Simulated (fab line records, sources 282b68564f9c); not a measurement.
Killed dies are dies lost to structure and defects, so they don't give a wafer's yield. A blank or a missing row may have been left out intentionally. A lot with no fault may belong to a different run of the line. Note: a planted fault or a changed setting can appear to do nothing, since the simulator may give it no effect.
2 desks looking at one fault + flow ritCmos + every desk sees just its own numbers, and what lay behind them comes last

FOR THE TOOL OWNER'S DESK: implanter-01
RIT_NLDD_IMPLANT_08, tool's own readings: per-lot mean of the sampled wafers with a number, covering each lot this tool ran. Any lot whose mean is over 4 standard deviations away from the usual mean is out of limits and marked OUT; that distance is given in the brackets.
Columns: A = beamEnergyKeV at RIT_NLDD_IMPLANT_08, usual 20.000
| lot  | first seen here | A                        |
|------|-----------------|--------------------------|
| L359 | day 2 21:59     | 19.997                   |
| L360 | day 3 08:44     | 20.002                   |
| L370 | day 5 08:07     | 20.003                   |
| L371 | day 5 11:33     | 16.405 (-99 or more) OUT |
| L372 | day 5 15:20     | 16.400 (-99 or more) OUT |
| L373 | day 5 21:55     | 16.402 (-99 or more) OUT |
Finding of this desk: L371, L372, L373 out of limits; the first was L371 at day 5 11:33, on beamEnergyKeV at RIT_NLDD_IMPLANT_08. L359, L360, L370 stayed within limits.

THE METROLOGY DESK
Lot by lot, what the gauges showed, no matter which tool ran the lot: averages of those sampled wafers that carry a number. Any lot whose mean is over 4 standard deviations away from the usual mean is out of limits and marked OUT; that distance is given in the brackets.
Columns: A = NWELL_RS at RIT_WELLDRIVE_RS_MEAS_01, usual 275.9 ohm/sq; B = FIELD_OXIDE_LEFT_2_THK at RIT_FOX2_THK_MEAS_91, usual 254 nm; C = NLDD_TW at RIT_NLDD_TW_MEAS_10, usual 2493; D = SPACER_NITRIDE_THK at RIT_SPACER_THK_MEAS_04, usual 250.7 nm; E = NLDD_RS at RIT_SDANNEAL_RS_MEAS_07, usual 151.9 ohm/sq
| lot  | first seen here | A     | B   | C               | D     | E                |
|------|-----------------|-------|-----|-----------------|-------|------------------|
| L359 | day 2 06:10     | 276.4 | 254 | 2481            | 249.7 | 151.7            |
| L360 | day 2 13:47     | 276.4 | 247 | 2489            | 251.6 | 151.2            |
| L361 | day 2 16:26     | 275.4 | 263 | 2483            | 247.8 | 152.1            |
| L362 | day 2 21:12     | 275.4 | 250 | 2482            | 252.7 | 152.2            |
| L365 | day 3 15:22     | 276.0 | 249 | 2521            | 250.5 | 152.2            |
| L366 | day 3 21:47     | 275.7 | 251 | 2519            | 255.3 | 152.3            |
| L370 | day 4 16:42     | 275.7 | 256 | 2494            | 253.0 | 152.4            |
| L371 | day 4 22:32     | 274.8 | 259 | 2349 (-6.9) OUT | 247.8 | 155.6 (+7.0) OUT |
| L372 | day 4 23:21     | 276.0 | 249 | 2349 (-6.9) OUT | 250.6 | 155.1 (+6.0) OUT |
| L373 | day 5 04:25     | 276.8 | 250 | 2381 (-5.3) OUT | 250.9 | 155.6 (+6.9) OUT |
| L376 | day 5 21:00     | 274.8 | 257 | 2531            | 249.8 | 152.4            |
| L379 | day 6 12:28     | 276.7 | 255 | 2471            | 251.1 | 152.6            |
| L380 | day 6 17:32     | 275.9 | 245 | 2475            | 248.0 | 152.4            |
| L381 | day 6 22:10     | 275.8 | 257 | 2514            | 249.9 | 151.4            |
| L382 | day 6 23:41     | 275.9 | 237 | 2467            | 250.7 | 151.3            |
This desk reports L371, L372, L373 out of limits; the earliest was L371 at day 5 11:59 (NLDD_TW at RIT_NLDD_TW_MEAS_10). L359, L360, L361, L362, L365, L366, L370, L376, L379, L380, L381, L382 stayed within limits.

BROUGHT TOGETHER
On L371, L372, L373, at day 5 11:33, an alarm was possible from the tool owner's desk.
Metrology desk: alarm possible at day 5 11:59 on L371, L372, L373.
All the named lots went through RIT_NLDD_IMPLANT_08 on implanter-01.

WHAT THE SIMULATOR HAD INSERTED
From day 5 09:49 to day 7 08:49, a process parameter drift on implanter-01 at RIT_NLDD_IMPLANT_08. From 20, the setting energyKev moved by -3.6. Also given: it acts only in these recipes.
Shown lots that were struck: L371, L372, L373.
Hours from the fault's start to each desk's first reading out of limits: the tool owner's desk, 2; the metrology desk, 2.
